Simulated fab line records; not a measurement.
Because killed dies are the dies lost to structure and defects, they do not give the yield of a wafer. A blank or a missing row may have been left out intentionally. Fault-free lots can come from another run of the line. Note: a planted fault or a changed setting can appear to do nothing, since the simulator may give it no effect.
Split-lot study + flow berkeley_cmos170 + 23 wafers read from 5 lots, route of 331 steps

== SPLIT DETAILS ==
At UCB170_PSD_IMPLANT_08, the setting dose_cm2 was moved away from the recipe's 3e+15 on 8 of the 23 wafers read, by -6.5% to +4.0%. The other wafers ran this setting at the recipe's value.

== FROM THE SPLIT TO THE READING: what the file shows between them, 9 steps ==
- UCB170_PSD_STRIP_09: strips in O2
- UCB170_PSD_TW_MEAS_10
- UCB170_NSD_IMPLANT_08 (also split here: energy_kev)
- UCB170_NSD_STRIP_09: strips in O2
- UCB170_NSD_TW_MEAS_10
- UCB170_NSD_CLEAN_11: cleans in SPM, time 600 s
- UCB170_BACKSIDE_HMDS_00: prime time 60 s
- UCB170_SDANNEAL_RTA_00: time 10 s
- UCB170_SDANNEAL_RTA_01: time 5 s

== THE READING ==
PSD_RS (ohm/sq), read at UCB170_SDANNEAL_RS_MEAS_02 with a four-point probe. Typical for fault-free wafers on this fab line: 75.59 ohm/sq, with standard deviation 0.27 ohm/sq.

| wafer  | tool, chamber at the split | dose_cm2 as run | against the recipe | PSD_RS, ohm/sq | against lot-mates on the recipe |
|--------|----------------------------|-----------------|--------------------|----------------|---------------------------------|
| L074.1 | implanter-03, 0            | 3e+15           | recipe             | 75.32          | -                               |
| L074.2 | implanter-03, 0            | 3e+15           | recipe             | 75.21          | -                               |
| L074.3 | implanter-03, 0            | 3e+15           | recipe             | 75.48          | -                               |
| L074.4 | implanter-03, 0            | 3e+15           | recipe             | 75.34          | -                               |
| L074.6 | implanter-03, 0            | 3e+15           | recipe             | 75.25          | -                               |
| L076.2 | implanter-03, 0            | 3e+15           | recipe             | 75.80          | -                               |
| L076.3 | implanter-03, 0            | 3e+15           | recipe             | 75.73          | -                               |
| L076.5 | implanter-03, 0            | 3e+15           | recipe             | 75.95          | -                               |
| L079.1 | implanter-02, 0            | 3e+15           | recipe             | 75.74          | -                               |
| L079.2 | implanter-02, 0            | 2.806e+15       | -6.5%              | 79.18          | +3.59                           |
| L079.3 | implanter-02, 0            | 2.806e+15       | -6.5%              | 79.48          | +3.89                           |
| L079.5 | implanter-02, 0            | 2.806e+15       | -6.5%              | 79.35          | +3.76                           |
| L079.6 | implanter-02, 0            | 3e+15           | recipe             | 75.44          | -                               |
| L078.1 | implanter-01, 0            | 2.825e+15       | -5.8%              | 79.52          | +3.50                           |
| L078.3 | implanter-01, 0            | 2.825e+15       | -5.8%              | 79.86          | +3.84                           |
| L078.4 | implanter-01, 0            | 2.825e+15       | -5.8%              | 79.56          | +3.54                           |
| L078.5 | implanter-01, 0            | 3e+15           | recipe             | 75.96          | -                               |
| L078.6 | implanter-01, 0            | 3e+15           | recipe             | 76.08          | -                               |
| L080.1 | implanter-01, 0            | 3e+15           | recipe             | 75.63          | -                               |
| L080.3 | implanter-01, 0            | 3e+15           | recipe             | 75.70          | -                               |
| L080.4 | implanter-01, 0            | 3e+15           | recipe             | 75.50          | -                               |
| L080.5 | implanter-01, 0            | 3.121e+15       | +4.0%              | 72.98          | -2.63                           |
| L080.6 | implanter-01, 0            | 3.121e+15       | +4.0%              | 73.21          | -2.40                           |

THE FIT
A straight line over all 23 wafers: PSD_RS changes by -0.627 ohm/sq for each +1% of dose_cm2; r = -0.99; the points scatter about the line by 0.3 ohm/sq.
The same after taking each lot's own level away (the mean of its wafers on the recipe; 23 wafers): -0.603 ohm/sq for each +1%; r = -1.00; scatter 0.14 ohm/sq.
That fit puts the effect of the largest move of dose_cm2 on the reading at 3.9 ohm/sq.
From 75.320 to 76.020 ohm/sq: that is the span of the lots' own levels, equal to 2.6 times the standard deviation above.
Hence the lot-to-lot level has little effect on the slope; both slopes agree.
Check: with one of the wafers moved furthest among these (-6.5%) left out of the fit, the line predicts +3.94 ohm/sq for it against its lot-mates. Against them it came out at +3.59 ohm/sq.

== THE OTHER SPLITS THESE WAFERS WENT THROUGH ==
Note: prior to the reading, these wafers also went through further splits. Each is held against what the fit with the lots' levels taken away leaves over:
| other split on the same wafers    | wafers away from the commonest value | r with PSD_RS (lot level and that fit taken away) |
|-----------------------------------|--------------------------------------|---------------------------------------------------|
| UCB170_GATE_SOFTBAKE_08 temp_c    | 2                                    | +0.08                                             |
| UCB170_NLDD_COAT_01 resist_thk_nm | 11                                   | +0.23                                             |
| UCB170_NLDD_IMPLANT_08 energy_kev | 4                                    | +0.07                                             |
| UCB170_NSD_IMPLANT_08 energy_kev  | 8                                    | -0.10                                             |

== THE WHOLE CHAIN: every reading that the file lists as answering this split, in the file's order ==
| step                       | what it does                 | reading                  | change (the file's fit)              | r (the file's) |
|----------------------------|------------------------------|--------------------------|--------------------------------------|----------------|
| UCB170_PSD_STRIP_09        | strips in O2                 | strip_time_to_endpoint_s | withheld for each +1% of the setting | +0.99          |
| UCB170_PSD_TW_MEAS_10      |                              | PSD_TW                   | +7.95 for each +1% of the setting    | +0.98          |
| UCB170_SDANNEAL_RS_MEAS_02 | measures by four-point-probe | PSD_RS                   | -0.603 for each +1% of the setting   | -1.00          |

== FILE'S OWN FIT ==
PSD_RS changes by -0.603 ohm/sq for each +1% of dose_cm2, r = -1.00.
